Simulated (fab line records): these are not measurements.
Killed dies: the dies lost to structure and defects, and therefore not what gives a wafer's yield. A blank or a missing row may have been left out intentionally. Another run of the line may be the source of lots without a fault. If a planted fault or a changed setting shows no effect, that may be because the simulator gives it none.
What tool caused it? || flow rit-cmos || 15 lots, 45 wafers sampled, at 1 step of a route of 202

== WHAT EACH GAUGE READ, for each wafer ==
No reading from a measuring or inspecting step in the record can be judged against a usual standard deviation.

== WHICH TOOL RAN EACH LOT (tool, then ch and the chambers of the sampled wafers, then the start) ==
{"lot": "L948", "RIT_NSD_DEVELOP_05": "litho-track-03 ch 0, day 3 09:00"}
{"lot": "L951", "RIT_NSD_DEVELOP_05": "litho-track-03 ch 0, day 3 22:00"}
{"lot": "L952", "RIT_NSD_DEVELOP_05": "litho-track-04 ch 0, day 4 06:00"}
{"lot": "L953", "RIT_NSD_DEVELOP_05": "litho-track-04 ch 0, day 4 10:00"}
{"lot": "L955", "RIT_NSD_DEVELOP_05": "litho-track-04, day 4 22:00"}
{"lot": "L956", "RIT_NSD_DEVELOP_05": "litho-track-03, day 4 22:00"}
{"lot": "L957", "RIT_NSD_DEVELOP_05": "litho-track-04, day 5 04:00"}
{"lot": "L961", "RIT_NSD_DEVELOP_05": "litho-track-03 ch 0, day 5 21:00"}
{"lot": "L964", "RIT_NSD_DEVELOP_05": "litho-track-04 ch 0, day 6 12:00"}
{"lot": "L965", "RIT_NSD_DEVELOP_05": "litho-track-03 ch 0, day 6 13:00"}
{"lot": "L966", "RIT_NSD_DEVELOP_05": "litho-track-03 ch 0, day 7 04:00"}
{"lot": "L968", "RIT_NSD_DEVELOP_05": "litho-track-04 ch 0, day 8 01:00"}
{"lot": "L970", "RIT_NSD_DEVELOP_05": "litho-track-02 ch 0, day 8 01:00"}
{"lot": "L969", "RIT_NSD_DEVELOP_05": "litho-track-04 ch 0, day 8 02:00"}
{"lot": "L971", "RIT_NSD_DEVELOP_05": "litho-track-04 ch 0, day 8 09:00"}
- RIT_NSD_DEVELOP_05: develop time 50 s.

== WHAT THE TOOLS THEMSELVES READ (means of the sampled wafers that have a number; where no wafer has one, the mark that the record gives instead) ==
RIT_NSD_DEVELOP_05. Usual: 23.01 C for chill-plate-temp-C, sd 0.11.
{"lot": "L948", "tool": "litho-track-03", "chill-plate-temp-C (C)": 23.15, "flag": ""}
{"lot": "L951", "tool": "litho-track-03", "chill-plate-temp-C (C)": 22.96, "flag": ""}
{"lot": "L952", "tool": "litho-track-04", "chill-plate-temp-C (C)": 23.01, "flag": ""}
{"lot": "L953", "tool": "litho-track-04", "chill-plate-temp-C (C)": 23.04, "flag": ""}
{"lot": "L955", "tool": "litho-track-04", "chill-plate-temp-C (C)": "-", "flag": "OFF"}
{"lot": "L956", "tool": "litho-track-03", "chill-plate-temp-C (C)": "-", "flag": "OFF"}
{"lot": "L957", "tool": "litho-track-04", "chill-plate-temp-C (C)": "-", "flag": "OFF"}
{"lot": "L961", "tool": "litho-track-03", "chill-plate-temp-C (C)": 23.15, "flag": ""}
{"lot": "L964", "tool": "litho-track-04", "chill-plate-temp-C (C)": 23.06, "flag": ""}
{"lot": "L965", "tool": "litho-track-03", "chill-plate-temp-C (C)": 22.89, "flag": ""}
{"lot": "L966", "tool": "litho-track-03", "chill-plate-temp-C (C)": 23.01, "flag": ""}
{"lot": "L968", "tool": "litho-track-04", "chill-plate-temp-C (C)": 22.97, "flag": ""}
{"lot": "L970", "tool": "litho-track-02", "chill-plate-temp-C (C)": 23.12, "flag": ""}
{"lot": "L969", "tool": "litho-track-04", "chill-plate-temp-C (C)": 22.95, "flag": ""}
{"lot": "L971", "tool": "litho-track-04", "chill-plate-temp-C (C)": 22.97, "flag": ""}

== THE ANSWER, worked out from the rows above alone ==
Rule: take the mean of a lot's wafers that have a number; if it is more than 3 standard deviations from the usual mean, the lot is off. A lot without any number at a reading at which 4 lots or more have one is off too. The other lots that the step has rows for count as sound. The gauges are gone through in route order, then the tools' own readings, and for those a lot's mean is taken as printed above. At the first step where some lot is off, the reading lying furthest off is the one used; lots without a number count as furthest.
Off at RIT_NSD_DEVELOP_05 (chill-plate-temp-C): L955, L956, L957. Without a number there: L955, L956, L957.
A tool fits if, at that step or a process step before it, it ran every lot that is off, and no sound lot after the first of them. Of those tried, none fits.

== WHAT WAS PUT IN BY THE SIMULATOR ==
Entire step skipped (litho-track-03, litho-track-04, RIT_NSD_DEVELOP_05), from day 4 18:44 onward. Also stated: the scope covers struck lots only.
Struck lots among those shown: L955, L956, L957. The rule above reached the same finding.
